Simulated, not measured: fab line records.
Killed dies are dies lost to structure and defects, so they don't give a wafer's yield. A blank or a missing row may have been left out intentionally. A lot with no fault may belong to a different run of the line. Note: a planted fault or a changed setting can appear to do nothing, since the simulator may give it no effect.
Code-filled problem report in 8D (eight disciplines) form -- flow berkeley cmos170 -- the parts of the form that need people (team, actions taken, sign-off) are left out

== 1. WHAT IS WRONG ==
Wafers free of any fault read 2315 (standard deviation 21) for PSD_TW at UCB170_PSD_TW_MEAS_10, against a mean of 2056 on 6 wafers of 2 lots. That puts it -12 standard deviations away from the usual mean.
First observed at day 10 10:19: wafer L427.3, on film metro-03. The record has a number at this step for 42 wafers belonging to 14 lots. Rule for "out" (also "out of limits"): further than 4 standard deviations from the usual mean. Any other wafer with a number is counted as sound.

== 2. WHAT THIS IS AND IS NOT ==
question,is,is not
which readings at this step,PSD_TW,-
which lots,"L427, L433","L418, L419, L420, L422, L423, L424, L425, L430, L435, L436, L438, L440"
which wafers of those lots,all that have a number,-
read on which gauges,"film metro-02, film metro-03",film metro-01
when,from day 10 10:19,"up to then (24 sound wafers); but 12 sound wafers of L435, L436, L438, L440 came after"

== 3. SUSPECTS, AND WHAT RULES EACH OUT ==
Counting: any tool at a process step up to the reading is kept as a suspect provided that every lot that is out went through it and no sound lot did after the first of them.
- the gauge at UCB170_PSD_TW_MEAS_10 has been ruled out. 2 gauges (film metro-02, film metro-03) read the wafers that are out.
- plasma asher-03 at UCB170_ACTIVE_STRIP_16 (strips in O2): ruled out as a lasting fault. Following L427 (day 7 07:40), the first lot on it that is out, the sound lots L430, L435, L440 were run on it.
- plasma asher-04 at UCB170_PFIELD_STRIP_08 (strips in O2): ruled out as a lasting fault. Following L427 (day 7 11:36), the first lot on it that is out, the sound lots L440 were run on it.
- implanter-03 at UCB170_PSD_IMPLANT_08: kept. All lots that are out passed through it, beginning with L427 at day 10 10:05, and no sound lot followed; its final sound lot before that point was L423 at day 8 19:14. Out on those wafers are its own readings of dose ions cm2, faraday current uA.
- plasma asher-03 at UCB170_PSD_STRIP_09 (strips in O2): kept. All lots that are out passed through it, beginning with L427 at day 10 10:13, and no sound lot followed; its final sound lot before that point was L423 at day 8 19:22. Out on those wafers are its own readings of oes product au, strip time to endpoint s.
What counting leaves: implanter-03 at UCB170_PSD_IMPLANT_08 and plasma asher-03 at UCB170_PSD_STRIP_09.

== 4. THE CAUSE (what the simulator had put in) ==
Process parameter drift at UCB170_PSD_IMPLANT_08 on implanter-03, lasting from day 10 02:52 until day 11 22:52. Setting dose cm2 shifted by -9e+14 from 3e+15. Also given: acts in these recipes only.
This tool is one of the 2 suspects left after counting.

== 5. THE CHAIN OF EFFECTS, in route order ==
Rows list readings where the struck wafers' mean (over those with a number) sits beyond 3 standard deviations from the usual. Scope: only readings with a usual standard deviation given in the record; hours: median across lots of the time from each lot's start at the first step in this table that gives one to its start at this step; sigmas: change in usual standard deviations.
hours,step,reading,usual,on struck wafers,change,sigmas
0,UCB170_PSD_IMPLANT_08,dose ions cm2,2.999e+15,2.099e+15,-8.998e+14,-99 or more
0,UCB170_PSD_IMPLANT_08,end station pressure torr,1.26e-05 Torr,1.05e-05,-2.13e-06,-3.3
0,UCB170_PSD_IMPLANT_08,faraday current uA,9275,6522,-2753,-15
0,UCB170_PSD_STRIP_09,oes product au,0.600 a.u.,0.653,+0.053,+12
0,UCB170_PSD_STRIP_09,strip time to endpoint s,29.40 s,25.66,-3.74,-59
0,UCB170_PSD_TW_MEAS_10,PSD_TW,2315,2056,-259,-12
6,UCB170_SDANNEAL_RS_MEAS_02,PSD_RS,75.6 ohm/sq,96.8,+21.2,+66
Process steps it contains:
- UCB170_PSD_IMPLANT_08
- UCB170_PSD_STRIP_09: strips in O2.
At these later measuring or inspecting steps, every struck wafer for which the step has a row has a number for every such reading, and none has moved that far: UCB170_NSD_OVL_MEAS_07.

== 6. HOW IT WOULD HAVE BEEN CAUGHT EARLIER ==
In this record the first reading out of limits at a measuring or inspecting step was taken at day 10 10:19, 7 hours after the fault began at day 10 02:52.
At UCB170_PSD_IMPLANT_08, the tool's own readings (dose ions cm2, faraday current uA) were out on each struck wafer the step has a row for, so an alarm limit on them would have fired on the first such wafer.
L433, from the lots that are out (2), started UCB170_PSD_IMPLANT_08 on implanter-03 later than day 10 10:19. A tool hold placed at that time would have kept it from harm.
